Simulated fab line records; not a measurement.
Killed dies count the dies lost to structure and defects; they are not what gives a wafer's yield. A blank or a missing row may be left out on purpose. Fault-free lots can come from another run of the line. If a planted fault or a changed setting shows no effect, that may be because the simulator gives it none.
One fault through the eyes of 2 desks	flow ritCmos	only its own numbers are on each desk; what lay behind them is given at the end

## FROM THE METROLOGY DESK
What the gauges read for every lot (on any tool): the sampled wafers with a number, averaged. A lot is out of limits, marked OUT, if its mean lies more than 4 standard deviations from the usual mean; the brackets give that distance.
Columns: A = REOX_OXIDE_THK at RIT_REOX_THK_MEAS_04, usual 25.2 nm
lot	first seen here	A
L988	day 2 23:37	25.7
L989	day 3 07:35	25.7
L991	day 3 17:39	25.8
L992	day 4 01:25	25.2
L993	day 4 03:57	25.0
L994	day 4 03:58	25.2
L995	day 4 18:18	14.7 (-23) OUT
L997	day 5 01:25	25.6
L999	day 5 10:32	14.5 (-23) OUT
L100	day 5 10:33	14.9 (-22) OUT
L105	day 7 01:39	24.6
L107	day 7 07:53	24.5
L109	day 7 18:48	24.9
L110	day 8 00:37	24.4
L111	day 8 10:55	25.7
This desk's result: L100, L995, L999 out of limits, first on L995 (REOX_OXIDE_THK at RIT_REOX_THK_MEAS_04), day 4 18:18. L988, L989, L991, L992, L993, L994, L997, L105, L107, L109, L110, L111: within limits.

## TOOL OWNER'S DESK, furnace-01
The tool's own readings at RIT_REOX_OXIDATION_03 (target thk 25.2 nm, ox time 5580 s): means of the sampled wafers that have a number, for each lot that ran on this tool. A lot is out of limits, marked OUT, if its mean lies more than 4 standard deviations from the usual mean; the brackets give that distance.
Columns: A = tube_center_temp_C_max at RIT_REOX_OXIDATION_03, usual 902.3
lot	first seen here	A
L991	day 3 15:05	902.7
L992	day 3 22:51	901.9
L993	day 4 01:24	902.2
L994	day 4 01:24	902.6
L995	day 4 15:45	902.2
L100	day 5 07:59	902.1
L999	day 5 07:59	902.5
L110	day 7 22:04	902.5
This desk's finding: nothing out of limits on any of the 8 lots.

## ALL TOGETHER
On L100, L995, L999, the metrology desk was in a position to raise an alarm at day 4 18:18.
Nothing out of limits was seen by the tool owner's desk.
On record at the tool owner's desk: L100, L995, L999, within its limits.
All the named lots went through RIT_REOX_OXIDATION_03 on furnace-01.

## WHAT THE SIMULATOR HAD INSERTED
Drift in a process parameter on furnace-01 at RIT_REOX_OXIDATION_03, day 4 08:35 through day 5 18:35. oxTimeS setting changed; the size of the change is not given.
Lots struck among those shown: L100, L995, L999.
Delay in hours, fault start to first out-of-limits reading, per desk: metrology desk 10.
